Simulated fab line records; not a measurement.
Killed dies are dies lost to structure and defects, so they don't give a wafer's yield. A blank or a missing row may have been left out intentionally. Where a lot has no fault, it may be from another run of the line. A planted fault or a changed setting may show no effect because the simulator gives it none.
Code-filled problem report in 8D (eight disciplines) form    flow berkeley cmos170    the parts of the form that need people (team, actions taken, sign-off) are left out

1. WHAT WENT WRONG
Mean V1_POLISHED_THK at UCB170_V1_THK_MEAS_04: 1348.7 nm over 2 wafers in 2 lots; fault-free wafers: 999.8 nm, standard deviation 1.2. So: +99 or more standard deviations from the usual mean.
First seen on wafer L621.1, day 8 03:41, on film metro-01. Wafers with a number at this step in the record: 18, from 6 lots. By rule, "out" or "out of limits" means more than 4 standard deviations away from the usual mean. Any other wafer with a number is counted as sound.

2. WHAT IT IS AND WHAT IT IS NOT
question                     is                is not
which readings at this step  V1_POLISHED_THK   -
which lots                   L621, L623        L620, L633, L638, L640
which wafers of those lots   L621.1, L623.4    L621.4, L621.5, L623.1, L623.6
read on which gauges         film metro-01     film metro-02, film metro-04
when                         from day 8 03:41  up to then (5 sound wafers); but 11 sound wafers of L623, L633, L638, L640 came after

3. THE SUSPECTS, EACH WITH WHAT RULES IT OUT
Counting: if a tool at a process step up to the reading ran every lot that is out, it stays a suspect. Sound lots after the first of them don't rule it out here, since some wafers of a struck lot are sound.
- the gauge at UCB170_V1_THK_MEAS_04 has been ruled out. All the wafers that are out were read on film metro-01, but those of them that UCB170_V1_ETCH_14 has rows for are out there too, on other tools.
- cmp-01 at UCB170_V1_CMP_02 (polishes SiO2): kept. It ran every lot that is out, first L621 (day 8 03:22).
- At UCB170_V1_CMP_02, inside cmp-01: chamber 0 took the wafers that are out, while their sound lot-mates went through chambers 1, 2, 3.
The count leaves cmp-01 at UCB170_V1_CMP_02.

4. THE CAUSE (what the simulator had put in)
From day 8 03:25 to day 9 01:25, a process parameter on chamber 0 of cmp-01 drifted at UCB170_V1_CMP_02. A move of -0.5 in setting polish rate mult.
Counting left only this tool.

5. THE EFFECT CHAIN, in route order
Rows list readings where the struck wafers' mean (over those with a number) sits beyond 3 standard deviations from the usual. Readings are gone through only where the record gives a usual standard deviation; hours: the median, over the lots, of the time from a lot's start at the first step in this table giving one to that lot's start at this step; sigmas: the change measured in usual standard deviations.
hours  step                   reading          usual       on struck wafers  change  sigmas
0      UCB170_V1_THK_MEAS_04  V1_POLISHED_THK  999.8 nm    1348.7            +348.9  +99 or more
3      UCB170_V1_ETCH_14      oes product au   0.870 a.u.  0.984             +0.114  +8.8
Here are the process steps it includes:
- UCB170_V1_ETCH_14: etches SiO2 in CHF3/CF4/Ar, stops on Al, target depth 1250 nm, time 291 s.
At these later measuring or inspecting steps, every struck wafer for which the step has a row has a number for every such reading, and none has moved that far: UCB170_V1_CD_MEAS_12, UCB170_V1_OVL_MEAS_13.

6. WHAT WOULD HAVE CAUGHT IT SOONER
0 hours passed between the start of the fault at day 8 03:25 and the first reading out of limits at a measuring or inspecting step in this record, taken at day 8 03:41.
Tool readings at UCB170_V1_CMP_02 with a usual standard deviation given in the record: none out on any struck wafer, hence no alarm at a limit of 4 standard deviations on them.
All the lots that are out (2) had begun UCB170_V1_CMP_02 on cmp-01 by day 8 03:41. Tool hold at that time: it would have spared none of them.
